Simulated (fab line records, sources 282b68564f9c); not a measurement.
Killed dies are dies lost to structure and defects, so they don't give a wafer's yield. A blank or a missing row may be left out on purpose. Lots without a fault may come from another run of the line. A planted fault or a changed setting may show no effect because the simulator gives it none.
A struck lot beside a sound one | flow rit_cmos | 15 steps out of a route of 202
Sound: wafers L326.3, L326.4, L326.5. Struck: wafer L345.3. (L345.4, L345.5 of the same lot were not struck and are left out.) The cause comes at the end.
At each step with rows: each side's tool, then ch and its chambers, then its first start. Under that, the readings that differ: sound wafers | struck wafers | difference of the means | sigmas: that difference in standard deviations of wafers without a fault.
alike: readings whose means differ by less than 2 such deviations, and words and numbers that are the same on both sides. not compared: withheld readings, readings that some wafer has no value for, bounds like >300 that may hide the same value, and numbers for which the record gives no deviation and whose values overlap.
The two part at a step that has a row with sigmas, a row that says differs or no value, or rows on one side only. Numbers that don't overlap but have no deviation are shown without sigmas and don't part them. A reading that every wafer of one side lacks parts them only if that side has two wafers or more.

RIT_GATE_THK_MEAS_07:
  sound on film_metro-04, day 3 03:13; struck on film_metro-02, day 7 01:04
  alike: GATE_OXIDE_THK
then, 1 step without rows for these wafers: RIT_GATE_CVD_08 (deposits poly-Si from SiH4, target thk 250 nm, time 2220 s).
RIT_GATE_THK_MEAS_09:
  sound on film_metro-04, day 3 04:54; struck on film_metro-02, day 7 02:44
  alike: GATE_POLY_THK
then, 6 steps without rows for these wafers: RIT_GATE_HMDS_10 (prime time 60 s); RIT_GATE_COAT_11 (resist thk 850 nm); RIT_GATE_SOFTBAKE_12 (time 60 s); RIT_GATE_EXPOSE_13 (exposes mask M6, target cd 150 nm); RIT_GATE_PEB_14; RIT_GATE_DEVELOP_15 (develop time 50 s).
RIT_GATE_CD_MEAS_16: target cd 150 nm.
  sound on cd_sem-01, day 3 05:50; struck on cd_sem-02, day 7 03:47
  alike: cd_nm
RIT_GATE_OVL_MEAS_17:
  sound on overlay-02, day 3 05:55; struck on overlay-01, day 7 03:53
  alike: GATE_OVL
then, 1 step without rows for these wafers: RIT_GATE_HARDBAKE_18 (time 60 s).
RIT_GATE_ETCH_19: etches poly-Si in SF6/CHF3/O2, stops on SiO2, time 165 s, target depth 312.5 nm.
  sound on rie_si-02 ch 0,1,2, day 3 06:06; struck on rie_si-01 ch 3, day 7 04:04
  reading                                   | sound             | struck  | difference | sigmas
  oes_product_au (a.u.)                     | 0.832 0.827 0.840 | 0.740   | -0.093     | -6
  over_etch_frac                            | 0.25 0.25 0.25    | 0.51922 | +0.26922   |
  model.NOVOLAK_of_GATE_COAT_11.thk_nm (nm) | 668.7 669.2 674.6 | 647     | -24        |
  alike: O2_flow_sccm, drypump_motor_current_A, throttle_valve_pct
  not compared: rf_hours_counter_h
RIT_GATE_STRIP_20: strips in O2, time 180 s.
  sound on plasma_asher-02 ch 0,1, day 3 06:16; struck on plasma_asher-02 ch 0, day 7 04:13
  alike: drypump_motor_current_A
  not compared: rf_hours_counter_h
RIT_M1_PROBE_99:
  sound on prober-01, day 4 03:20; struck on prober-01, day 8 13:07
  reading                             | sound             | struck | difference | sigmas
  killed_at_front_end                 | 12 14 10          | 4      | -8         | -2
  killed_dies                         | 12 14 10          | 4      | -8         | -2
  model.etest.pmos_turned.r_on_ohm_um | 3441 3480 3432    | 2950   | -501       |
  model.etest.pmos_0p15.r_on_ohm_um   | 2772 2790 2805    | 2405   | -384       |
  model.etest.pmos_0p3.r_on_ohm_um    | 6364 6337 6347    | 5934   | -415       |
  model.etest.pmos_0p15.drive_ua_um   | 252.9 252.3 251.9 | 305    | +53        |
  model.etest.pmos_turned.drive_ua_um | 185.2 185.7 188.1 | 233.2  | +46.9      |
  model.etest.nmos_turned.drive_ua_um | 305.5 307.2 315.6 | 363.9  | +54.5      |
  model.etest.nmos_0p15.drive_ua_um   | 453.5 454.7 453.6 | 500.7  | +46.8      |
  model.etest.pwell_pinched.rs_ohm_sq | 455.7 447.9 455.3 | 474.4  | +21.4      |
  alike: killed_open, killed_short

WHERE THEY PART
First at RIT_GATE_ETCH_19; last, within this record, at RIT_M1_PROBE_99.

WHY: what the simulator had put in
Process parameter drift: rie_si-01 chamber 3, from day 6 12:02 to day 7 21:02, at RIT_GATE_ETCH_19. Setting over_etch_frac, moved by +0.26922, from 0.25.
